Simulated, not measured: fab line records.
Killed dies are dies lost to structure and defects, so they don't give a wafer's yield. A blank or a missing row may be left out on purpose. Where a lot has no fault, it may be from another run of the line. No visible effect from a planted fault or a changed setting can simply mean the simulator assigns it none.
A lot that was struck, set against a sound lot || flow berkeley_cmos170 || 15 out of 331 route steps
Sound: the wafers L542.1, L542.4, L542.6. Struck: wafers L535.1, L535.2, L535.6. The cause is given at the end.
Each step with rows lists, per side, the tool, then ch with its chambers, then its first start. Under that, the readings that differ: sound wafers || struck wafers || difference of the means || sigmas: that difference in standard deviations of wafers without a fault.
alike: readings whose means differ by less than 2 such deviations, and words and numbers that are the same on both sides. not compared: withheld readings, readings that some wafer has no value for, bounds like >300 that may hide the same value, and numbers for which the record gives no deviation and whose values overlap.
The two part at a step that has a row with sigmas, a row that says differs or no value, or rows on one side only. Numbers that don't overlap but have no deviation are shown without sigmas and don't part them. Lack of a reading on every wafer of one side parts them only where that side has two or more wafers.

first, 2 steps without rows for these wafers: UCB170_GATE_ANNEAL_03 (time 1800 s); UCB170_GATE_CVD_04 (deposits poly-Si from SiH4, time 1440 s, target thk 214 nm).
UCB170_GATE_THK_MEAS_05:
  sound on film_metro-02, day 9 21:23; struck on film_metro-02, day 9 01:11
  alike: GATE_POLY_THK
then, 6 steps without rows for these wafers: UCB170_GATE_COAT_06; UCB170_GATE_COAT_07 (resist thk 900 nm); UCB170_GATE_SOFTBAKE_08 (time 60 s); UCB170_GATE_EXPOSE_09 (exposes mask POLY, target cd 350 nm); UCB170_GATE_PEB_10; UCB170_GATE_DEVELOP_11 (develop time 45 s).
UCB170_GATE_CD_MEAS_12: target cd 350 nm.
  sound on cd_sem-02, day 9 22:27; struck on cd_sem-01, day 9 02:56
  alike: cd_nm
UCB170_GATE_OVL_MEAS_13:
  sound on overlay-02, day 9 22:34; struck on overlay-01, day 9 03:03
  alike: GATE_OVL
UCB170_GATE_ETCH_14: etches BARC in N2/H2.
  sound on rie_diel-03 ch 0,1,3, day 9 22:36; struck on rie_diel-03 ch 0,2,3, day 9 03:05
  alike: drypump_motor_current_A, oes_product_au, throttle_valve_pct
UCB170_GATE_ETCH_15: etches poly-Si in HBr/Cl2, stops on SiO2, time 56.3 s, target depth 278.2 nm.
  sound on rie_si-01 ch 0,1,3, day 9 22:39; struck on rie_si-02 ch 0,1, day 9 03:08
{"reading": "oes_product_au (a.u.)", "sound": "0.842 0.841 0.802", "struck": "0.996 1.019 1.016", "difference": "+0.182", "sigmas": "+18"}
{"reading": "run_length_s (s)", "sound": "85.0 84.9 84.5", "struck": "73.9 74.2 73.7", "difference": -10.9, "sigmas": -23}
{"reading": "model.KrF_of_GATE_COAT_07.thk_nm (nm)", "sound": "778.5 778.8 774.7", "struck": "799.1 793.3 794.9", "difference": "+18.4", "sigmas": ""}
  alike: drypump_motor_current_A, throttle_valve_pct
  not compared: rf_hours_counter_h
UCB170_GATE_STRIP_16: strips in O2.
  sound on plasma_asher-01 ch 0,1, day 9 22:41; struck on plasma_asher-04 ch 0,1, day 9 03:11
  alike: drypump_motor_current_A, oes_product_au
  not compared: rf_hours_counter_h
UCB170_M3_PROBE_99:
  sound on prober-02, day 11 15:44; struck on prober-01, day 10 18:07
{"reading": "hold", "sound": "- - -", "struck": "await_dispo/2.5h/release await_dispo/2.5h/release await_dispo/2.5h/release", "difference": "no value on the sound wafers", "sigmas": ""}
{"reading": "model.etest.nldd.rs_ohm_sq", "sound": "774.9 779.2 773.4", "struck": "795.8 783.7 791.4", "difference": "+14.5", "sigmas": ""}
{"reading": "model.etest.poly_comb_over_steps.leak_log10_a_um", "sound": "-12.78 -12.9 -12.72", "struck": "-4.365 -7.836 -6.432", "difference": "+6.589", "sigmas": ""}
  not compared: model.etest.pldd.line_ohm_um, model.etest.pldd.rs_ohm_sq, model.etest.antenna_poly.vt_shift_v

## WHERE THEY PART
First at UCB170_GATE_ETCH_15; last, within this record, at UCB170_M3_PROBE_99.

WHY: what the simulator had put in
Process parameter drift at UCB170_GATE_ETCH_15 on rie_si-02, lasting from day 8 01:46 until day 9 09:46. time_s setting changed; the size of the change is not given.
